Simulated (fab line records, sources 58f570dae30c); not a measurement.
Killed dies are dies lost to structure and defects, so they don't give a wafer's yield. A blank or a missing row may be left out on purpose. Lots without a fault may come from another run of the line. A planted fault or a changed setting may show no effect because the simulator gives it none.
fab line records | flow berkeley_cmos170
record lots=14 wafers=42 last_day=11
route steps=331 shown SPACER@174
lots that met no fault: from a run of the same line without faults
start_h: hours from the record's first day to the start of the lot's first wafer shown | wait_h: hours since the lot's step before | " the same as in the row above | L1.1+2: a row that stands for several wafers | - no value, or no start given | * or withheld: withheld | < > ~ a bound
route shown NAME@n: a module of which the file shows steps, and the number in the route of the first | usual: mean/standard deviation of fault-free wafers | same: alike in all rows | chamber/n: place in a boat | sites: the reading at each site | _std_site: their standard deviation | _edge_site: outer sites' mean less inner sites' | radius_mm: how far each site lies from the wafer's centre | mask NAME#n: copy n | behind: the tool/chamber that last shaped the wafer | hold: why the lot was held/for how many hours/how that ended | device: the transistor (n, p or np) that didn't switch | end of line: the same wafers' tests at the end of the route | a step without rows: its recipe alone | killed: dies lost to structure and defects at the first sort, not the wafer's yield | map: a wafer's dies, x killed, . not, _ none there
set.NAME: the setting as run; set.NAME@STEP: as run at that earlier step | model.NAME: the simulator's own value behind a step, which no gauge read
steps of the route over a sample of lots; a table a step, a row a wafer
services: from which hour (start_h, from the record's first day; less than 0 if before it) a tool's chamber was out of use, for how many hours, and why
## steps
# step UCB170_SPACER_ETCHBACK_03
# recipe stop_on=Si target=SiO2 chemistry=CHF3/CF4/Ar CHF3_flow_sccm=50 cf4_flow_sccm=10 Ar_flow_sccm=120 pressure_mtorr=200 rf_w=500 target_depth_a=3760 time_s=100
# usual drypump_motor_current_A=5.8/0.53 oes_product_au=0.905/0.014 run_length_s=128.1/0.51 throttle_valve_pct=6.51/0.13
# columns lot.wafer tool chamber start_h wait_h drypump_motor_current_A oes_product_au rf_hours_counter_h run_length_s throttle_valve_pct
L636.1 rie_diel-03 0 145.08 0.0 5.9 0.886 16 128.8 6.57
L636.4 " 2 " " 6.5 0.937 128 128.2 6.63
L636.6 " 1 " " 5.9 0.890 - 128.1 6.59
L637.1 rie_diel-02 0 145.08 0.0 6.1 0.892 89 127.3 6.45
L637.3 " 1 " " 4.7 0.922 129 127.8 6.62
L637.5 " 2 " " 5.2 0.934 - 127.6 6.36
L638.2 rie_diel-03 3 145.15 0.1 6.6 0.902 91 127.5 6.40
L638.5 " 2 " " 6.6 0.935 - 128.1 6.63
L638.6 " 1 " " 6.0 0.908 - 128.1 6.60
L639.3 rie_diel-02 1 145.15 0.1 4.7 0.908 129 128.1 6.62
L639.4 " 3 " " 6.2 0.896 109 128.7 6.68
L639.6 " 1 " " 4.7 0.925 - 127.7 6.62
L640.2 rie_diel-04 1 160.58 0.0 5.9 0.888 13 127.9 6.54
L640.4 " 0 " " 5.6 0.899 51 128.1 6.64
L640.6 " 0 " " 5.6 0.894 - 127.7 6.66
L641.3 rie_diel-03 1 160.58 0.0 6.0 0.894 19 128.5 6.59
L641.4 " 2 " " 6.5 0.927 129 127.6 6.65
L641.6 " 3 " " 6.6 0.899 - 127.8 6.39
L644.3 rie_diel-04 1 186.21 0.0 5.9 0.888 14 127.3 6.54
L644.4 " 3 " " 5.2 0.896 16 128.6 6.39
L644.6 " 2 " " 5.4 0.900 - 127.9 6.24
L651.2 rie_diel-03 1 212.80 0.0 6.0 0.980 21 103.1 6.61
L651.5 " 1 " " 6.0 0.974 - 103.2 6.59
L651.6 " 2 " " 6.5 1.019 - 103.1 6.65
L652.1 rie_diel-04 0 212.80 0.0 5.6 0.902 53 127.6 6.64
L652.3 " 3 " " 5.2 0.895 16 128.5 6.39
L652.6 " 1 " " 5.9 0.901 - 128.1 6.52
L649.2 rie_diel-03 3 212.87 0.1 6.7 0.975 95 102.4 6.41
L649.5 " 1 " " 6.0 0.985 - 103.0 6.60
L649.6 " 0 " " 6.0 0.981 - 104.0 6.56
L653.2 rie_diel-02 3 231.93 0.0 6.2 0.873 113 129.4 6.68
L653.4 " 0 " " 6.1 0.880 - 128.0 6.46
L653.6 " 3 " " 6.2 0.896 - 128.6 6.68
L655.1 rie_diel-04 1 231.93 0.0 5.9 0.905 16 127.6 6.53
L655.2 " 3 " " 5.2 0.901 17 129.2 6.39
L655.4 " 2 " " 5.4 0.910 52 128.1 6.24
L656.2 rie_diel-04 3 232.00 0.1 5.2 0.908 17 128.9 6.38
L656.3 " 0 " " 5.6 0.889 54 127.7 6.64
L656.5 " 0 " " 5.6 0.896 - 127.7 6.66
L658.1 rie_diel-04 3 236.44 0.0 5.2 0.878 17 129.2 6.38
L658.3 " 2 " " 5.4 0.890 53 128.2 6.24
L658.4 " 0 " " 5.6 0.887 54 127.7 6.64
## services
# columns tool chamber start_h hours kind
rie_diel-02 - 129.99 2.8 pm
rie_diel-04 - 132.30 0.5 repair
rie_diel-03 1 193.92 3.0 repair
rie_diel-04 3 214.29 6.5 repair
rie_diel-02 - 223.26 1.9 repair
rie_diel-03 2 227.47 1.5 repair
rie_diel-02 1 231.91 2.4 repair
## key
first_sign step=UCB170_SPACER_ETCHBACK_03 reading=run_length_s direction=down sigmas=49 usual=* struck=*
effect step=UCB170_SPACER_ETCHBACK_03 reading=oes_product_au direction=up sigmas=5.9 usual=0.905 struck=0.986
met_at UCB170_SPACER_ETCHBACK_03
struck_lots L649,L651
later_rows_left_out L649.2,L649.5,L649.6,L651.2,L651.5,L651.6
sort_left_out L649.2,L649.5,L649.6,L651.2,L651.5,L651.6
tester_left_out L649,L651
onset_between 160.58 212.80
fault kind=process_parameter_drift tool=rie_diel-03 chamber=- onset_h=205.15 steps=UCB170_SPACER_ETCHBACK_03 channel=time_s offset=* shape=step end_h=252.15 acts_in=* stated=*
# tester_left_out: of these lots the tester's yield and bins aren't shown, on N5 and GAA mostly nor the transistor test; their killed dies are dies lost to structure and defects alone, not to doping, threshold or leakage, so they don't give the yield
# sort_left_out: the simulated sort isn't trusted on such a fault, so these wafers' sort isn't shown, and their yield isn't known
# later_rows_left_out: the simulator's readings of these wafers behind a module that went badly wrong aren't trusted and aren't shown, but for the sort
